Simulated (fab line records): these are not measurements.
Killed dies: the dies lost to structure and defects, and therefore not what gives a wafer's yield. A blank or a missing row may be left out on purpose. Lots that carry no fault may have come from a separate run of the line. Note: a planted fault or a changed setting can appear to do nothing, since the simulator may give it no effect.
Which tool was responsible? :: flow ritCmos :: 42 wafers from 14 lots sampled at 4 of the route's 202 steps

WHAT THE GAUGES SHOWED, per wafer
RIT_PWELL_OVL_MEAS_06. Usual: for PWELL_OVL the level is 1.2 nm and the standard deviation is 1.7.
lot: L752
measured: day 2 04:04
on: overlay-02
PWELL_OVL (nm): 0.9 3.0 1.7
flag: 

lot: L753
measured: day 2 08:08
on: overlay-01
PWELL_OVL (nm): 1.6 0.4 1.3
flag: 

lot: L754
measured: day 2 12:56
on: overlay-01
PWELL_OVL (nm): 3.6 2.8 2.2
flag: 

lot: L755
measured: day 2 19:10
on: overlay-01
PWELL_OVL (nm): -0.8 -1.7 -0.7
flag: 

lot: L756
measured: day 2 23:52
on: overlay-01
PWELL_OVL (nm): 1.8 3.4 1.9
flag: 

lot: L758
measured: day 3 10:50
on: overlay-01
PWELL_OVL (nm): 0.9 0.3 -0.9
flag: 

lot: L759
measured: day 3 14:31
on: overlay-02
PWELL_OVL (nm): 1.8 1.2 1.5
flag: 

lot: L760
measured: day 3 18:44
on: overlay-01
PWELL_OVL (nm): 0.8 0.6 -0.7
flag: 

lot: L761
measured: day 4 00:04
on: overlay-01
PWELL_OVL (nm): 2.0 4.0 2.4
flag: 

lot: L766
measured: day 5 00:46
on: overlay-01
PWELL_OVL (nm): 0.0 -1.8 -0.5
flag: 

lot: L767
measured: day 5 06:18
on: overlay-01
PWELL_OVL (nm): -2.0 0.8 -0.9
flag: 

lot: L769
measured: day 5 16:59
on: overlay-02
PWELL_OVL (nm): -0.1 0.1 1.7
flag: 

lot: L770
measured: day 5 20:46
on: overlay-01
PWELL_OVL (nm): -0.4 -0.2 -2.1
flag: 

lot: L771
measured: day 6 01:56
on: overlay-01
PWELL_OVL (nm): 0.6 -0.8 0.4
flag: 

RIT_NLDD_TW_MEAS_10. Usual: for NLDD_TW the level is 2494 and the standard deviation is 18.
lot: L752
measured: day 2 23:19
on: filmMetro-04
NLDD_TW: 2467 2469 2485
flag: 

lot: L753
measured: day 3 05:59
on: filmMetro-01
NLDD_TW: 2512 2504 2517
flag: 

lot: L754
measured: day 3 10:22
on: filmMetro-03
NLDD_TW: 2482 2477 2487
flag: 

lot: L755
measured: day 3 14:44
on: filmMetro-03
NLDD_TW: 2477 2489 2478
flag: 

lot: L756
measured: day 3 19:27
on: filmMetro-01
NLDD_TW: 2511 2526 2514
flag: 

lot: L758
measured: day 4 06:32
on: filmMetro-01
NLDD_TW: 2519 2505 2512
flag: 

lot: L759
measured: day 4 11:28
on: filmMetro-04
NLDD_TW: 2480 2495 2477
flag: 

lot: L760
measured: day 4 14:17
on: filmMetro-01
NLDD_TW: 2520 2511 2519
flag: 

lot: L761
measured: day 4 19:45
on: filmMetro-01
NLDD_TW: 2827 2846 2826
flag: OFF

lot: L766
measured: day 5 20:00
on: filmMetro-01
NLDD_TW: 2509 2511 2486
flag: 

lot: L767
measured: day 6 01:26
on: filmMetro-03
NLDD_TW: 2782 2785 2805
flag: OFF

lot: L769
measured: day 6 12:34
on: filmMetro-04
NLDD_TW: 2486 2493 2492
flag: 

lot: L770
measured: day 6 18:25
on: filmMetro-04
NLDD_TW: 2493 2494 2487
flag: 

lot: L771
measured: day 7 01:04
on: filmMetro-01
NLDD_TW: 2490 2507 2511
flag: 

RIT_SDANNEAL_RS_MEAS_07: the measuring method here is four-point-probe. Usual: for NLDD_RS the level is 151.5 ohm/sq and the standard deviation is 0.56.
lot: L752
measured: day 3 07:25
on: filmMetro-04
NLDD_RS (ohm/sq): 151.2 151.8 151.2
flag: 

lot: L753
measured: day 3 13:58
on: filmMetro-03
NLDD_RS (ohm/sq): 151.7 151.5 151.3
flag: 

lot: L754
measured: day 3 18:00
on: filmMetro-03
NLDD_RS (ohm/sq): 151.4 151.8 151.5
flag: 

lot: L755
measured: day 3 22:35
on: filmMetro-03
NLDD_RS (ohm/sq): 152.2 152.4 152.3
flag: 

lot: L756
measured: day 4 03:05
on: filmMetro-01
NLDD_RS (ohm/sq): 151.7 151.4 151.3
flag: 

lot: L758
measured: day 4 14:19
on: filmMetro-03
NLDD_RS (ohm/sq): 150.9 151.5 151.4
flag: 

lot: L759
measured: day 4 20:22
on: filmMetro-03
NLDD_RS (ohm/sq): 151.0 150.9 151.3
flag: 

lot: L760
measured: day 4 22:26
on: filmMetro-03
NLDD_RS (ohm/sq): 151.0 151.5 151.1
flag: 

lot: L761
measured: day 5 03:55
on: filmMetro-04
NLDD_RS (ohm/sq): 103.9 103.3 104.0
flag: OFF

lot: L766
measured: day 6 04:17
on: filmMetro-01
NLDD_RS (ohm/sq): 152.0 152.4 152.3
flag: 

lot: L767
measured: day 6 09:21
on: filmMetro-01
NLDD_RS (ohm/sq): 103.1 103.4 102.9
flag: OFF

lot: L769
measured: day 6 20:38
on: filmMetro-03
NLDD_RS (ohm/sq): 150.9 150.9 150.7
flag: 

lot: L770
measured: day 7 02:20
on: filmMetro-01
NLDD_RS (ohm/sq): 150.5 151.0 150.6
flag: 

lot: L771
measured: day 7 08:47
on: filmMetro-04
NLDD_RS (ohm/sq): 152.1 151.8 152.1
flag: 

WHAT TOOL EACH LOT RAN ON (gives the tool, then ch and the chambers of the sampled wafers, and finally the start)
lot: L752
RIT_NLDD_IMPLANT_08: implanter-04 ch 0, day 2 22:59

lot: L753
RIT_NLDD_IMPLANT_08: implanter-04 ch 0, day 3 05:41

lot: L754
RIT_NLDD_IMPLANT_08: implanter-04 ch 0, day 3 10:02

lot: L755
RIT_NLDD_IMPLANT_08: implanter-02 ch 0, day 3 14:24

lot: L756
RIT_NLDD_IMPLANT_08: implanter-04 ch 0, day 3 19:07

lot: L758
RIT_NLDD_IMPLANT_08: implanter-03 ch 0, day 4 06:12

lot: L759
RIT_NLDD_IMPLANT_08: implanter-03 ch 0, day 4 11:09

lot: L760
RIT_NLDD_IMPLANT_08: implanter-02 ch 0, day 4 13:58

lot: L761
RIT_NLDD_IMPLANT_08: implanter-03 ch 0, day 4 19:25

lot: L766
RIT_NLDD_IMPLANT_08: implanter-04 ch 0, day 5 19:40

lot: L767
RIT_NLDD_IMPLANT_08: implanter-03 ch 0, day 6 01:07

lot: L769
RIT_NLDD_IMPLANT_08: implanter-02 ch 0, day 6 12:16

lot: L770
RIT_NLDD_IMPLANT_08: implanter-04 ch 0, day 6 18:07

lot: L771
RIT_NLDD_IMPLANT_08: implanter-02 ch 0, day 7 00:44
- RIT_NLDD_IMPLANT_08

WHAT THE TOOLS THEMSELVES READ (means of the sampled wafers that have a number; where no wafer has one, the mark that the record gives instead)
RIT_NLDD_IMPLANT_08. Usual: beamEnergyKeV 20.000, standard deviation 0.0065; doseIonsCm2 5e+14, standard deviation 5.4e+11; endStationPressureTorr 6.28e-06 Torr, standard deviation 2.8e-07; faradayCurrentUA 1574, standard deviation 34.
lot: L752
tool: implanter-04
beamEnergyKeV: 20.004
doseIonsCm2: 5e+14
endStationPressureTorr (Torr): 6.23e-06
faradayCurrentUA: 1596
flag: 

lot: L753
tool: implanter-04
beamEnergyKeV: 19.999
doseIonsCm2: 5e+14
endStationPressureTorr (Torr): 6.27e-06
faradayCurrentUA: 1542
flag: 

lot: L754
tool: implanter-04
beamEnergyKeV: 20.005
doseIonsCm2: 5e+14
endStationPressureTorr (Torr): 6.15e-06
faradayCurrentUA: 1592
flag: 

lot: L755
tool: implanter-02
beamEnergyKeV: 19.995
doseIonsCm2: 5e+14
endStationPressureTorr (Torr): 6.34e-06
faradayCurrentUA: 1554
flag: 

lot: L756
tool: implanter-04
beamEnergyKeV: 20.007
doseIonsCm2: 5e+14
endStationPressureTorr (Torr): 6.23e-06
faradayCurrentUA: 1561
flag: 

lot: L758
tool: implanter-03
beamEnergyKeV: 19.998
doseIonsCm2: 5e+14
endStationPressureTorr (Torr): 6.09e-06
faradayCurrentUA: 1574
flag: 

lot: L759
tool: implanter-03
beamEnergyKeV: 20.005
doseIonsCm2: 5e+14
endStationPressureTorr (Torr): 6.11e-06
faradayCurrentUA: 1590
flag: 

lot: L760
tool: implanter-02
beamEnergyKeV: 20.003
doseIonsCm2: 5e+14
endStationPressureTorr (Torr): 6.11e-06
faradayCurrentUA: 1583
flag: 

lot: L761
tool: implanter-03
beamEnergyKeV: 20.009
doseIonsCm2: 8e+14
endStationPressureTorr (Torr): 7.06e-06
faradayCurrentUA: 2506
flag: OFF

lot: L766
tool: implanter-04
beamEnergyKeV: 20.005
doseIonsCm2: 5e+14
endStationPressureTorr (Torr): 6.30e-06
faradayCurrentUA: 1590
flag: 

lot: L767
tool: implanter-03
beamEnergyKeV: 19.993
doseIonsCm2: 8e+14
endStationPressureTorr (Torr): 7.37e-06
faradayCurrentUA: 2520
flag: OFF

lot: L769
tool: implanter-02
beamEnergyKeV: 20.007
doseIonsCm2: 5e+14
endStationPressureTorr (Torr): 6.14e-06
faradayCurrentUA: 1581
flag: 

lot: L770
tool: implanter-04
beamEnergyKeV: 20.000
doseIonsCm2: 5e+14
endStationPressureTorr (Torr): 6.08e-06
faradayCurrentUA: 1560
flag: 

lot: L771
tool: implanter-02
beamEnergyKeV: 19.994
doseIonsCm2: 5e+14
endStationPressureTorr (Torr): 6.51e-06
faradayCurrentUA: 1550
flag: 

THE ANSWER, worked out from the rows above alone
Rule: a lot counts as off when the mean over its wafers that have a number is more than 3 standard deviations away from the usual mean. Also off: a lot with no number at a reading for which 4 or more lots have one. The other lots that the step has rows for count as sound. Order of review: gauges by route order, followed by the tools' own readings, for which a lot's mean as printed above is used. The first step at which some lot is off is used, and at that step the reading that is off furthest; a lot without a number counts as furthest.
Off: L761, L767, seen at RIT_NLDD_TW_MEAS_10 (NLDD_TW).
A tool fits if, at a process step before that reading, it ran every lot that is off, and no sound lot after the first of them. Not tried: the gauges at RIT_NLDD_TW_MEAS_10; whatever is off there is also off at RIT_NLDD_IMPLANT_08, on other tools, and gauge error can't account for it. One fits: RIT_NLDD_IMPLANT_08 on implanter-03. A fault onset in the window from L759 (day 4 11:09, its last sound lot) to L761 (day 4 19:25, its first lot off) fits.
The tool's own readings at RIT_NLDD_IMPLANT_08 bear it out: on the lots that are off they differ by more than 5 times the standard deviation of the sound lots' means. doseIonsCm2 reads 8e+14 there against 5e+14 on the sound lots; endStationPressureTorr reads 7.21e-06 Torr there against 6.21e-06 Torr on the sound lots; faradayCurrentUA reads 2513 there against 1573 on the sound lots.

WHAT HAD BEEN PUT IN BY THE SIMULATOR
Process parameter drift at RIT_NLDD_IMPLANT_08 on implanter-03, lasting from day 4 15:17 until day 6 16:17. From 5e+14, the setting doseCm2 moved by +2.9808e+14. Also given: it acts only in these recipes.
Shown lots that were struck: L761, L767. This agrees with what the rule above found.
